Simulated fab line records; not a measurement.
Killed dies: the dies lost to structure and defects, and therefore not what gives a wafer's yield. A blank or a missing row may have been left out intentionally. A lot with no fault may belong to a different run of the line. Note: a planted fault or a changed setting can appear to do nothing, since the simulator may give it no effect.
Code-filled problem report in 8D (eight disciplines) form    flow berkeley_cmos170    the parts of the form that need people (team, actions taken, sign-off) are left out

## 1. THE PROBLEM
Wafers free of any fault read 605 (standard deviation 3) for PFIELD_TW at UCB170_PFIELD_TW_MEAS_09, against a mean of 62 on 6 wafers of 2 lots. That is -99 or more standard deviations from the usual mean.
First observed at day 6 10:22: wafer L933.1, on film_metro-04. At this step, 39 wafers from 13 lots have a number in the record. Rule for "out", or "out of limits": more than 4 standard deviations from the usual mean. The other wafers with a number count as sound.

## 2. WHAT IT IS; WHAT IT IS NOT
question                     is                      is not
which readings at this step  PFIELD_TW               -
which lots                   L933, L934              L924, L926, L927, L928, L936, L938, L940, L942, L943, L944, L946
which wafers of those lots   all that have a number  -
read on which gauges         film_metro-04           film_metro-01, film_metro-03
when                         from day 6 10:22        up to then (12 sound wafers); but 21 sound wafers of L936, L938, L940, L942, L943, L944, L946 came after

## 3. WHAT RULES OUT EACH SUSPECT
Counting: a tool at a process step up to the reading stays a suspect if it ran every lot that is out and no sound lot after the first of them.
- the gauge at UCB170_PFIELD_TW_MEAS_09: kept. All the wafers that are out were read on film_metro-04, and no step on other tools shows them out.
- litho_track-02 at UCB170_PFIELD_DEVELOP_05 (develop time 45 s): kept. All lots that are out passed through it, beginning with L933 at day 6 09:00, and no sound lot followed; its final sound lot before that point was L927 at day 4 17:00.
After counting, litho_track-02 at UCB170_PFIELD_DEVELOP_05 and film_metro-04 at UCB170_PFIELD_TW_MEAS_09 remain.

## 4. THE CAUSE (what the simulator had put in)
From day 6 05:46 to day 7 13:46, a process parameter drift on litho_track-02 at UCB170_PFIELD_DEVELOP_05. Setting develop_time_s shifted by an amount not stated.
Counting leaves 2 suspects; this tool is one of them.

## 5. SEQUENCE OF EFFECTS, ordered by route
Each row: a reading whose mean over the struck wafers that have a number lies more than 3 standard deviations from the usual. Only readings whose record carries a usual standard deviation are examined. hours: median over the lots of the time between each lot's start at the first step of this table that gives one and its start at this step. sigmas: the change, counted in usual standard deviations.
hours  step                      reading    usual  on struck wafers  change  sigmas
0      UCB170_PFIELD_TW_MEAS_09  PFIELD_TW  605    62                -542    -99 or more

## 6. HOW IT WOULD HAVE BEEN CAUGHT EARLIER
The first out-of-limits reading at a measuring or inspecting step in this record came at day 6 10:22, 5 hours after the fault's start at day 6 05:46.
By day 6 10:22, every lot that is out (2) had started UCB170_PFIELD_DEVELOP_05 on litho_track-02. Had the tool been put on hold then, not one of them would have been saved.
